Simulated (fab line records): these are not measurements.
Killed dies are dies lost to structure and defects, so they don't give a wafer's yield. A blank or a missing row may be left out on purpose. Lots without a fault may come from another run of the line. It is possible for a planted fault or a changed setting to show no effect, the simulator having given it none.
What tool caused it? + flow berkeley cmos170 + 14 lots, 42 wafers sampled, at 7 steps of a route of 331

WHAT THE GAUGES SHOWED, per wafer
UCB170_FIELD_THK_MEAS_90. Usual: FIELD_OXIDE_LEFT_1_THK typically reads 437 nm, with standard deviation 11.
| lot  | measured     | on            | FIELD_OXIDE_LEFT_1_THK (nm) | flag |
|------|--------------|---------------|-----------------------------|------|
| L797 | day 6 11:19  | film metro-02 | 411 409 402                 |      |
| L798 | day 7 00:28  | film metro-02 | 445 437 448                 |      |
| L802 | day 7 11:11  | film metro-04 | 423 427 430                 |      |
| L801 | day 7 11:12  | film metro-01 | 437 431 439                 |      |
| L806 | day 7 23:21  | film metro-04 | 452 452 450                 |      |
| L807 | day 7 23:23  | film metro-02 | 434 427 440                 |      |
| L804 | day 7 23:25  | film metro-04 | 444 454 438                 |      |
| L809 | day 8 11:53  | film metro-01 | 439 448 440                 |      |
| L808 | day 8 11:56  | film metro-01 | 459 450 456                 |      |
| L810 | day 8 23:29  | film metro-01 | 432 429 433                 |      |
| L811 | day 8 23:34  | film metro-02 | 426 433 447                 |      |
| L817 | day 10 08:06 | film metro-04 | 434 442 435                 |      |
| L820 | day 10 14:59 | film metro-04 | 441 438 448                 |      |
| L819 | day 10 15:03 | film metro-04 | 447 441 453                 |      |

UCB170_SCREENOX_THK_MEAS_02. Usual: SCREENOX_OXIDE_THK typically reads 14.24 nm, with standard deviation 0.23.
| lot  | measured     | on            | SCREENOX_OXIDE_THK (nm) | flag |
|------|--------------|---------------|-------------------------|------|
| L797 | day 7 01:16  | film metro-03 | 14.63 14.63 14.85       |      |
| L798 | day 7 11:47  | film metro-03 | 14.13 14.35 14.46       |      |
| L802 | day 7 21:38  | film metro-03 | 14.04 13.85 13.89       |      |
| L801 | day 7 21:39  | film metro-04 | 14.34 14.32 14.42       |      |
| L806 | day 8 10:01  | film metro-04 | 14.08 13.93 14.31       |      |
| L807 | day 8 10:06  | film metro-03 | 14.00 13.87 13.93       |      |
| L804 | day 8 10:05  | film metro-04 | 14.04 14.10 14.19       |      |
| L809 | day 9 01:47  | film metro-04 | 14.32 14.57 14.43       |      |
| L808 | day 9 01:46  | film metro-01 | 14.48 14.29 14.28       |      |
| L810 | day 9 14:14  | film metro-03 | 14.26 14.30 14.46       |      |
| L811 | day 9 14:19  | film metro-03 | 14.39 14.29 14.32       |      |
| L817 | day 10 19:10 | film metro-03 | 14.22 14.30 14.18       |      |
| L820 | day 11 04:08 | film metro-03 | 14.16 14.18 14.28       |      |
| L819 | day 11 04:08 | film metro-01 | 14.15 13.88 13.97       |      |

UCB170_NLDD_TW_MEAS_11. Usual: NLDD_TW typically reads 2233, with standard deviation 19.
| lot  | measured     | on            | NLDD_TW        | flag |
|------|--------------|---------------|----------------|------|
| L797 | day 8 05:59  | film metro-03 | 2199 2192 2195 |      |
| L798 | day 8 15:59  | film metro-04 | 2248 2247 2258 |      |
| L802 | day 9 04:31  | film metro-03 | 2202 2215 2209 |      |
| L801 | day 9 03:53  | film metro-04 | 2260 2263 2268 |      |
| L806 | day 9 21:07  | film metro-03 | 2209 2221 2212 |      |
| L807 | day 10 01:03 | film metro-01 | 2224 2228 2239 |      |
| L804 | day 9 21:52  | film metro-03 | 2202 2206 2202 |      |
| L809 | day 10 12:11 | film metro-01 | 2221 2235 2231 |      |
| L808 | day 10 11:34 | film metro-01 | 2226 2228 2213 |      |
| L810 | day 11 01:48 | film metro-04 | 2235 2238 2241 |      |
| L811 | day 11 01:33 | film metro-04 | 2240 2234 2240 |      |
| L817 | day 12 00:40 | film metro-01 | 3180 3163 3166 | OFF  |
| L820 | day 12 14:18 | film metro-01 | 2252 2231 2242 |      |
| L819 | day 12 14:32 | film metro-01 | 3181 3177 3193 | OFF  |

UCB170_SDANNEAL_RS_MEAS_05: measurement is done with a four-point probe. Usual: NLDD_RS typically reads 616.1 ohm/sq, with standard deviation 1.7.
| lot  | measured     | on            | NLDD_RS (ohm/sq)  | flag |
|------|--------------|---------------|-------------------|------|
| L797 | day 8 18:37  | film metro-04 | 619.2 619.3 618.0 |      |
| L798 | day 9 06:55  | film metro-04 | 615.9 616.8 615.9 |      |
| L802 | day 9 17:19  | film metro-03 | 613.7 613.2 614.6 |      |
| L801 | day 9 16:42  | film metro-03 | 613.7 612.8 613.8 |      |
| L806 | day 10 10:57 | film metro-03 | 614.3 613.9 614.2 |      |
| L807 | day 10 11:33 | film metro-03 | 617.7 615.6 616.4 |      |
| L804 | day 10 10:48 | film metro-01 | 618.0 617.0 617.5 |      |
| L809 | day 11 03:25 | film metro-01 | 615.1 615.7 616.0 |      |
| L808 | day 11 02:59 | film metro-04 | 619.5 618.7 620.8 |      |
| L810 | day 11 14:41 | film metro-03 | 614.2 614.1 614.1 |      |
| L811 | day 11 14:20 | film metro-01 | 614.2 615.5 617.7 |      |
| L817 | day 12 15:46 | film metro-03 | 172.5 172.5 172.3 | OFF  |
| L820 | day 13 00:48 | film metro-03 | 615.3 616.2 615.0 |      |
| L819 | day 13 02:02 | film metro-01 | 172.6 172.6 172.9 | OFF  |

EACH LOT AND THE TOOL THAT RAN IT (in order: tool; ch and the chambers of the sampled wafers; start)
| lot  | UCB170_NLDD_IMPLANT_08          | UCB170_NLDD_STRIP_10                 | UCB170_SDANNEAL_RTA_01           |
|------|---------------------------------|--------------------------------------|----------------------------------|
| L797 | implanter-02 ch 0, day 8 05:35  | plasma asher-04 ch 0,1, day 8 05:53  | rtp anneal-01 ch 0, day 8 18:11  |
| L798 | implanter-03 ch 0, day 8 15:35  | plasma asher-04 ch 0,1, day 8 15:53  | rtp anneal-02 ch 0, day 9 06:30  |
| L802 | implanter-04 ch 0, day 9 04:07  | plasma asher-04 ch 0, day 9 04:25    | rtp anneal-02 ch 0, day 9 16:54  |
| L801 | implanter-03 ch 0, day 9 03:31  | plasma asher-03 ch 0,1, day 9 03:47  | rtp anneal-02 ch 0, day 9 16:16  |
| L806 | implanter-03 ch 0, day 9 20:43  | plasma asher-02 ch 0,1, day 9 21:01  | rtp anneal-01 ch 0, day 10 10:32 |
| L807 | implanter-02 ch 0, day 10 00:42 | plasma asher-04 ch 0,1, day 10 00:58 | rtp anneal-01 ch 0, day 10 11:03 |
| L804 | implanter-03 ch 0, day 9 21:28  | plasma asher-03 ch 0,1, day 9 21:45  | rtp anneal-02 ch 0, day 10 10:22 |
| L809 | implanter-03 ch 0, day 10 11:49 | plasma asher-02 ch 0,1, day 10 12:05 | rtp anneal-01 ch 0, day 11 02:58 |
| L808 | implanter-04 ch 0, day 10 11:10 | plasma asher-02 ch 0,1, day 10 11:26 | rtp anneal-02 ch 0, day 11 02:34 |
| L810 | implanter-03 ch 0, day 11 01:24 | plasma asher-03 ch 0,1, day 11 01:42 | rtp anneal-02 ch 0, day 11 14:16 |
| L811 | implanter-02 ch 0, day 11 01:11 | plasma asher-02 ch 0,1, day 11 01:28 | rtp anneal-01 ch 0, day 11 13:54 |
| L817 | implanter-04 ch 0, day 12 00:17 | plasma asher-03 ch 0,1, day 12 00:33 | rtp anneal-01 ch 0, day 12 15:20 |
| L820 | implanter-02 ch 0, day 12 13:56 | plasma asher-03 ch 0,1, day 12 14:13 | rtp anneal-02 ch 0, day 13 00:22 |
| L819 | implanter-04 ch 0, day 12 14:10 | plasma asher-02 ch 0,1, day 12 14:26 | rtp anneal-02 ch 0, day 13 01:28 |
- UCB170_NLDD_IMPLANT_08
- UCB170_NLDD_STRIP_10: strips in O2.
- UCB170_SDANNEAL_RTA_01: time 5 s.

WHAT THE TOOLS THEMSELVES READ (means of the sampled wafers that have a number; where no wafer has one, the mark that the record gives instead)
UCB170_NLDD_IMPLANT_08. Usual: beam energy keV 30.001, standard deviation 0.0093; beam on s 10.00 s, standard deviation 0.19; dose ions cm2 5e+13, standard deviation 5.8e+10; faraday current uA 158.6, standard deviation 2.9.
| lot  | tool         | beam energy keV | beam on s (s) | dose ions cm2 | faraday current uA | flag |
|------|--------------|-----------------|---------------|---------------|--------------------|------|
| L797 | implanter-02 | 29.997          | 10.17         | 5e+13         | 155.7              |      |
| L798 | implanter-03 | 30.006          | 9.94          | 5e+13         | 159.1              |      |
| L802 | implanter-04 | 30.009          | 10.03         | 5e+13         | 158.2              |      |
| L801 | implanter-03 | 30.016          | 9.96          | 5e+13         | 159.4              |      |
| L806 | implanter-03 | 30.002          | 10.03         | 5e+13         | 157.9              |      |
| L807 | implanter-02 | 30.009          | 9.98          | 5e+13         | 159.1              |      |
| L804 | implanter-03 | 30.001          | 9.90          | 5e+13         | 159.8              |      |
| L809 | implanter-03 | 29.989          | 10.02         | 5e+13         | 158.2              |      |
| L808 | implanter-04 | 30.002          | 9.99          | 5e+13         | 159.0              |      |
| L810 | implanter-03 | 30.001          | 9.91          | 5e+13         | 160.1              |      |
| L811 | implanter-02 | 30.010          | 9.97          | 5e+13         | 159.2              |      |
| L817 | implanter-04 | 30.016          | 15.65         | 5e+14         | 1013.4             | OFF  |
| L820 | implanter-02 | 29.990          | 10.18         | 5e+13         | 156.3              |      |
| L819 | implanter-04 | 30.000          | 15.63         | 5e+14         | 1016.0             | OFF  |

UCB170_NLDD_STRIP_10. Usual: drypump motor current A 5.6 A, standard deviation 0.57; oes product au 0.734 a.u., standard deviation 0.0047; strip time to endpoint s 21.62 s, standard deviation 0.059.
| lot  | tool            | drypump motor current A (A) | oes product au (a.u.) | strip time to endpoint s (s) | flag |
|------|-----------------|-----------------------------|-----------------------|------------------------------|------|
| L797 | plasma asher-04 | 5.9                         | 0.735                 | 21.69                        |      |
| L798 | plasma asher-04 | 5.9                         | 0.731                 | 21.61                        |      |
| L802 | plasma asher-04 | 6.2                         | 0.733                 | 21.64                        |      |
| L801 | plasma asher-03 | 6.0                         | 0.731                 | 21.58                        |      |
| L806 | plasma asher-02 | 5.4                         | 0.733                 | 21.60                        |      |
| L807 | plasma asher-04 | 5.6                         | 0.735                 | 21.66                        |      |
| L804 | plasma asher-03 | 6.1                         | 0.735                 | 21.64                        |      |
| L809 | plasma asher-02 | 5.4                         | 0.735                 | 21.55                        |      |
| L808 | plasma asher-02 | 5.1                         | 0.733                 | 21.72                        |      |
| L810 | plasma asher-03 | 5.6                         | 0.738                 | 21.57                        |      |
| L811 | plasma asher-02 | 5.4                         | 0.739                 | 21.65                        |      |
| L817 | plasma asher-03 | 6.0                         | 0.692                 | 23.80                        | OFF  |
| L820 | plasma asher-03 | 6.1                         | 0.736                 | 21.60                        |      |
| L819 | plasma asher-02 | 5.1                         | 0.690                 | 23.90                        | OFF  |

UCB170_SDANNEAL_RTA_01. Usual: chamber o2 ppm 1.995, standard deviation 0.022; lamp power pct 36.7 %, standard deviation 1.4; wafer_temp_C_max 1054.7, standard deviation 2.1.
| lot  | tool          | chamber o2 ppm | lamp power pct (%) | wafer_temp_C_max | flag |
|------|---------------|----------------|--------------------|------------------|------|
| L797 | rtp anneal-01 | 1.967          | 35.2               | 1056.7           |      |
| L798 | rtp anneal-02 | 1.989          | 38.1               | 1052.8           |      |
| L802 | rtp anneal-02 | 2.009          | 38.0               | 1053.0           |      |
| L801 | rtp anneal-02 | 1.980          | 38.1               | 1054.0           |      |
| L806 | rtp anneal-01 | 1.987          | 35.2               | 1055.8           |      |
| L807 | rtp anneal-01 | 1.979          | 35.2               | 1056.6           |      |
| L804 | rtp anneal-02 | 2.002          | 38.0               | 1052.0           |      |
| L809 | rtp anneal-01 | 2.018          | 35.1               | 1057.1           |      |
| L808 | rtp anneal-02 | 1.994          | 38.0               | 1052.5           |      |
| L810 | rtp anneal-02 | 1.977          | 38.1               | 1053.1           |      |
| L811 | rtp anneal-01 | 1.990          | 35.1               | 1055.8           |      |
| L817 | rtp anneal-01 | 1.979          | 35.2               | 1056.4           |      |
| L820 | rtp anneal-02 | 2.020          | 38.1               | 1053.1           |      |
| L819 | rtp anneal-02 | 1.969          | 38.0               | 1053.4           |      |

THE ANSWER, worked out from the rows above alone
Rule: take the mean of a lot's wafers that have a number; if it is more than 3 standard deviations from the usual mean, the lot is off. Also off: a lot with no number at a reading for which 4 or more lots have one. All remaining lots with rows at the step are treated as sound. After the gauges, taken in route order, come the tools' own readings; for these a lot's mean is taken, as printed above. The first step at which some lot is off is used, and at that step the reading that is off furthest; a lot without a number counts as furthest.
Off: L817, L819, seen at UCB170_NLDD_TW_MEAS_11 (NLDD_TW).
A tool fits if, at a process step before that reading, it ran every lot that is off, and no sound lot after the first of them. The gauges at UCB170_NLDD_TW_MEAS_11 aren't tried: what is off there is off at UCB170_NLDD_IMPLANT_08 too, on other tools, and a gauge's error can't cause that. One candidate fits, namely implanter-04 at UCB170_NLDD_IMPLANT_08. Its last sound lot is L808 (day 10 11:10), its first lot that is off L817 (day 12 00:17): a fault that began between those two fits.
The tool's own readings at UCB170_NLDD_IMPLANT_08 bear it out: on the lots that are off they differ by more than 5 times the standard deviation of the sound lots' means. beam on s reads 15.64 s there against 10.01 s on the sound lots; dose ions cm2 reads 5e+14 there against 5e+13 on the sound lots; faraday current uA reads 1014.7 there against 158.5 on the sound lots.

WHAT WAS PUT IN BY THE SIMULATOR
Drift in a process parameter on implanter-04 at UCB170_NLDD_IMPLANT_08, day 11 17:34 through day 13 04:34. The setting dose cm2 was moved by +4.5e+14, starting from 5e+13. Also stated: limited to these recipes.
Shown lots that were struck: L817, L819. The same result came from the rule above.
